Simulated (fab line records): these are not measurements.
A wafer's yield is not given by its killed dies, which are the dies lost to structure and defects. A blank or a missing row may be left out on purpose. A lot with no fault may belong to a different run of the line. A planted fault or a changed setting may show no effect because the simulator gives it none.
Struck lot and sound lot, side by side | flow berkeley cmos170 | 14 out of 331 route steps
Sound: these wafers, L762.1, L762.2, L762.5. The struck wafers were L755.2, L755.4, L755.5. The cause comes at the end.
Per side, at each step with rows, come the tool, then ch with its chambers, and then its first start. Under that, the readings that differ: sound wafers | struck wafers | difference of the means | sigmas: that difference in standard deviations of wafers without a fault.
alike: words and numbers the same on both sides, and readings whose means are apart by under 2 such deviations; not compared: readings that were withheld, readings missing a value for some wafer, numbers with overlapping values and no deviation given by the record, and bounds like >300 which may hide the same value.
Wherever a step has rows on one side only, a row that says differs or no value, or a row with sigmas, the two part there. When numbers do not overlap yet have no deviation, they are printed without sigmas and do not part them. A reading missing from all wafers of one side parts the sides only when that side holds two or more wafers.

UCB170_M2_SPUTTER_01: material Al, target thk 900 nm, time 120 s.
  sound: pvd sputter-03 at day 10 23:26; struck: pvd sputter-02 at day 8 23:53
  alike: throttle valve pct
UCB170_M2_RS_MEAS_02: measures by four-point-probe.
  sound: film metro-01 at day 10 23:31; struck: film metro-01 at day 8 23:59
  alike: M2_AL_RS
UCB170_M2_THK_MEAS_03: measures by xrf.
  sound: film metro-01 at day 10 23:38; struck: film metro-01 at day 9 00:05
  alike: M2_AL_THK
then, 3 steps without rows for these wafers: UCB170_M2_HMDS_04 (prime time 60 s); UCB170_M2_COAT_05 (resist thk 900 nm); UCB170_M2_SOFTBAKE_06 (time 60 s).
UCB170_M2_STRIP_07: strips in O2.
  sound on plasma asher-02 ch 0,1, day 11 00:29; struck on plasma asher-04 ch 0,1, day 9 00:35
  alike: drypump motor current A, oes product au, strip time to endpoint s
  not compared: rf hours counter h
then, 5 steps without rows for these wafers: UCB170_M2_STRIP_08 (strips KrF in DMSO, time 600 s); UCB170_M2_COAT_09; UCB170_M2_COAT_10 (resist thk 900 nm); UCB170_M2_SOFTBAKE_11 (time 60 s); UCB170_M2_EXPOSE_12 (exposes mask METAL2, target cd 700 nm).
UCB170_M2_PEB_13:
  struck on litho track-04, day 9 02:01; sound on litho track-04 ch 0, day 11 01:32
  no value came back on the struck wafers for chill plate temp C (C), exhaust pa (Pa); on the sound wafers chill plate temp C (C) reads 22.91 22.96 22.98
then, 1 step without rows for these wafers: UCB170_M2_DEVELOP_14 (develop time 45 s).

== WHERE THEY PART ==
Within this record, at UCB170_M2_PEB_13 only.

WHY: whatever the simulator had introduced
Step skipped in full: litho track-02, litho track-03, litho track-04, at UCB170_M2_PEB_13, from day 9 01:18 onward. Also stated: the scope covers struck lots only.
